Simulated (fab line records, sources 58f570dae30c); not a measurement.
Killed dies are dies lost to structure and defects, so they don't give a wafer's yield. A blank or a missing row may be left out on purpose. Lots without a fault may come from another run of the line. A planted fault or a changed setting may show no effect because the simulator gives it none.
A struck lot beside a sound one | flow berkeley_cmos170 | 24 steps out of a route of 331
Sound: wafers L417.1, L417.4, L417.6. Struck: wafers L415.3, L415.4, L415.6. The cause comes at the end.
At each step with rows: each side's tool, then ch and its chambers, then its first start. Under that, the readings that differ: sound wafers | struck wafers | difference of the means | sigmas: that difference in standard deviations of wafers without a fault.
alike: readings whose means differ by less than 2 such deviations, and words and numbers that are the same on both sides. not compared: withheld readings, readings that some wafer has no value for, bounds like >300 that may hide the same value, and numbers for which the record gives no deviation and whose values overlap.
The two part at a step that has a row with sigmas, a row that says differs or no value, or rows on one side only. Numbers that don't overlap but have no deviation are shown without sigmas and don't part them. A reading that every wafer of one side lacks parts them only if that side has two wafers or more.

first, 4 steps without rows for these wafers: UCB170_PWELL_WET_ETCH_19 (etches Si3N4 in H3PO4, time 14400 s); UCB170_PWELL_WET_ETCH_20 (etches SiO2 in BOE, time 22 s); UCB170_WELLDRIVE_CLEAN_00 (cleans in SPM, time 600 s); UCB170_WELLDRIVE_OXIDATION_01 (target thk 199 nm, ox time 9000 s).
UCB170_WELLDRIVE_THK_MEAS_02:
  sound on film_metro-03, day 3 21:26; struck on film_metro-03, day 3 12:22
  alike: WELLDRIVE_OXIDE_THK
then, 5 steps without rows for these wafers: UCB170_WELLDRIVE_ANNEAL_03 (time 900 s); UCB170_WELLDRIVE_WET_ETCH_04 (etches SiO2 in BOE, time 120 s); UCB170_ACTIVE_CLEAN_00 (cleans in SPM, time 600 s); UCB170_ACTIVE_CLEAN_01 (cleans in dHF, time 60 s); UCB170_ACTIVE_OXIDATION_02 (target thk 26.4 nm, ox time 1260 s).
UCB170_ACTIVE_THK_MEAS_03:
  sound on film_metro-04, day 4 06:25; struck on film_metro-01, day 3 17:58
  alike: ACTIVE_OXIDE_THK
then, 1 step without rows for these wafers: UCB170_ACTIVE_ANNEAL_04 (time 900 s).
UCB170_ACTIVE_CVD_05: deposits Si3N4 from SiH2Cl2/NH3, target thk 220 nm, time 3300 s.
  sound on lpcvd-01 ch 1, day 4 10:17; struck on lpcvd-01 ch 0, day 4 01:13
  reading                  | sound             | struck            | difference | sigmas
  sih2cl2_flow_sccm (sccm) | 25.01 25.05 25.06 | 24.91 24.82 24.80 | -0.20      | -2
  alike: pressure_mtorr
UCB170_ACTIVE_THK_MEAS_06:
  sound on film_metro-04, day 4 12:11; struck on film_metro-01, day 4 03:10
  reading                 | sound             | struck            | difference | sigmas
  ACTIVE_NITRIDE_THK (nm) | 219.7 221.4 220.1 | 435.2 434.8 438.3 | +215.7     | +90
then, 6 steps without rows for these wafers: UCB170_ACTIVE_HMDS_07 (prime time 60 s); UCB170_ACTIVE_COAT_08 (resist thk 900 nm); UCB170_ACTIVE_SOFTBAKE_09 (time 60 s); UCB170_ACTIVE_EXPOSE_10 (exposes mask ACTIVE, target cd 1200 nm); UCB170_ACTIVE_PEB_11; UCB170_ACTIVE_DEVELOP_12 (develop time 45 s).
UCB170_ACTIVE_CD_MEAS_13: target cd 1200 nm.
  sound on cd_sem-01, day 4 13:15; struck on cd_sem-01, day 4 04:27
  alike: cd_nm
UCB170_ACTIVE_OVL_MEAS_14:
  sound on overlay-01, day 4 13:22; struck on overlay-02, day 4 04:32
  reading         | sound  | struck  | difference | sigmas
  ACTIVE_OVL (nm) | 7 12 8 | -3 1 -4 | -11        | -2
UCB170_ACTIVE_ETCH_15: etches Si3N4 in CH3F/Ar/O2, stops on SiO2, target depth 242 nm, time 151 s.
  sound on rie_diel-03 ch 1,2, day 4 13:25; struck on rie_diel-03 ch 0,2, day 4 04:34
  reading                  | sound             | struck            | difference | sigmas
  oes_product_au (a.u.)    | 0.951 0.941 0.940 | 0.996 1.000 0.999 | +0.054     | +3
  model.etch.depth_nm (nm) | 219.6 221.2 220   | 240.3 238.2 241.6 | +19.8      |
  alike: drypump_motor_current_A, mfc_ar_sccm, throttle_valve_pct
  not compared: rf_hours_counter_h
UCB170_ACTIVE_STRIP_16: strips in O2.
  sound on plasma_asher-03 ch 0,1, day 4 13:31; struck on plasma_asher-04 ch 0,1, day 4 04:42
  alike: drypump_motor_current_A, oes_product_au, strip_time_to_endpoint_s
  not compared: rf_hours_counter_h

WHERE THEY PART
First at UCB170_ACTIVE_CVD_05; last, within this record, at UCB170_ACTIVE_ETCH_15. Later steps at which nothing parts them and some readings are alike: UCB170_ACTIVE_STRIP_16.

WHY: what the simulator had put in
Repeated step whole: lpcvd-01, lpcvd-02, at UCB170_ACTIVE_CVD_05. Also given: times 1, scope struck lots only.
